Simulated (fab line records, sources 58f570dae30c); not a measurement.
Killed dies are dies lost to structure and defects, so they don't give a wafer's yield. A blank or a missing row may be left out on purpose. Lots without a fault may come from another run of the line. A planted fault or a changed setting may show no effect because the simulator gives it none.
Split-lot experiment | flow berkeley_cmos170 | 5 lots, 23 wafers read, on a route of 331 steps

THE SPLIT
At UCB170_V2_COAT_07 (resist thk 900 nm), the setting resist_thk_nm was moved away from the recipe's 900 nm on 7 of the 23 wafers read, by -5.4% to +1.6%. The other wafers ran this setting at the recipe's value.

FROM THE SPLIT TO THE READING: what the file shows between them, 2 steps
- UCB170_V2_SOFTBAKE_08: time 60 s
- UCB170_V2_EXPOSE_09: exposes mask VIA2, target cd 700 nm

THE READING
KrF_of_V2_COAT_07.thk_nm (the simulator's own value, which no gauge read), in nm, at UCB170_V2_ETCH_14 (etches SiO2 in CHF3/CF4/Ar, stops on Al, target depth 1250 nm, time 291 s). The file gives no usual value for it. The 16 wafers here that ran the recipe average 612.2 nm, standard deviation 10 nm.

wafer  | tool, chamber at the split | resist_thk_nm as run, nm | against the recipe | KrF_of_V2_COAT_07.thk_nm, nm | against lot-mates on the recipe
L077.2 | litho_track-01, 0          | 870.6                    | -3.3%              | 575.9                        | -41.4
L077.3 | litho_track-01, 0          | 900                      | recipe             | 618.3                        | -
L077.4 | litho_track-01, 0          | 870.6                    | -3.3%              | 576.5                        | -40.8
L077.5 | litho_track-01, 0          | 870.6                    | -3.3%              | 568.4                        | -48.9
L077.6 | litho_track-01, 0          | 900                      | recipe             | 616.2                        | -
L080.1 | litho_track-01, 0          | 900                      | recipe             | 594.4                        | -
L080.3 | litho_track-01, 0          | 900                      | recipe             | 610.2                        | -
L080.4 | litho_track-01, 0          | 900                      | recipe             | 620.1                        | -
L080.5 | litho_track-01, 0          | 900                      | recipe             | 612.6                        | -
L080.6 | litho_track-01, 0          | 900                      | recipe             | 598.9                        | -
L081.1 | litho_track-03, 0          | 914.6                    | +1.6%              | 633.4                        | +18.0
L081.2 | litho_track-03, 0          | 900                      | recipe             | 619.2                        | -
L081.3 | litho_track-03, 0          | 900                      | recipe             | 605.6                        | -
L081.4 | litho_track-03, 0          | 914.6                    | +1.6%              | 620.2                        | +4.8
L081.5 | litho_track-03, 0          | 900                      | recipe             | 621.5                        | -
L082.1 | litho_track-03, 0          | 900                      | recipe             | 621.5                        | -
L082.2 | litho_track-03, 0          | 900                      | recipe             | 609.8                        | -
L082.4 | litho_track-03, 0          | 900                      | recipe             | 595.5                        | -
L083.1 | litho_track-03, 0          | 851.1                    | -5.4%              | 550.5                        | -66.6
L083.2 | litho_track-03, 0          | 900                      | recipe             | 626.9                        | -
L083.3 | litho_track-03, 0          | 900                      | recipe             | 598.8                        | -
L083.5 | litho_track-03, 0          | 900                      | recipe             | 625.7                        | -
L083.6 | litho_track-03, 0          | 851.1                    | -5.4%              | 547.8                        | -69.3

THE FIT
A straight line over all 23 wafers: KrF_of_V2_COAT_07.thk_nm changes by +11.4 nm for each +1% of resist_thk_nm; r = +0.92; the points scatter about the line by 9.5 nm.
The same after taking each lot's own level away (the mean of its wafers on the recipe; 23 wafers): +12.3 nm for each +1%; r = +0.94; scatter 9 nm.
On that fit, the largest move of resist_thk_nm shifts the reading by 67 nm.
The lots' own levels span 607.24 to 617.25 nm, that is 1.0 times the standard deviation above.
So the lot-to-lot level changes the slope little: the two slopes agree.
Check: with one of the wafers moved furthest among these (-5.4%) left out of the fit, the line predicts -68.5 nm for it against its lot-mates. It came out at -66.6 nm against them.

OTHER SPLITS ON THESE WAFERS
These wafers also went through other splits before the reading. Each is held against what the fit with the lots' levels taken away leaves over:
other split on the same wafers       | wafers away from the commonest value | r with KrF_of_V2_COAT_07.thk_nm (lot level and that fit taken away)
UCB170_SILICIDE_SPUTTER_01 time_s    | 10                                   | -0.38
UCB170_CONTACT_COAT_10 resist_thk_nm | 7                                    | -0.09
UCB170_V1_EXPOSE_09 dose_mj          | 7                                    | -0.17
UCB170_M2_SPUTTER_01 power_w         | 9                                    | +0.04
UCB170_M2_METAL_ETCH_18 time_s       | 8                                    | +0.04

THE WHOLE CHAIN: every reading that the file lists as answering this split, in the file's order
step               | what it does                                                              | reading                                                                   | change (the file's fit)              | r (the file's)
UCB170_V2_COAT_07  | resist thk 900 nm                                                         | KrF_of_V2_COAT_07.thk_nm (the simulator's own value, which no gauge read) | +9.12 nm for each +1% of the setting | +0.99
UCB170_V2_ETCH_14  | etches SiO2 in CHF3/CF4/Ar, stops on Al, target depth 1250 nm, time 291 s | KrF_of_V2_COAT_07.thk_nm (the simulator's own value, which no gauge read) | +12.4 nm for each +1% of the setting | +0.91
UCB170_V2_STRIP_15 | strips in O2                                                              | strip_time_to_endpoint_s                                                  | withheld for each +1% of the setting | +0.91

THE FILE'S OWN FIT
KrF_of_V2_COAT_07.thk_nm changes by +12.4 nm for each +1% of resist_thk_nm, r = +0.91.
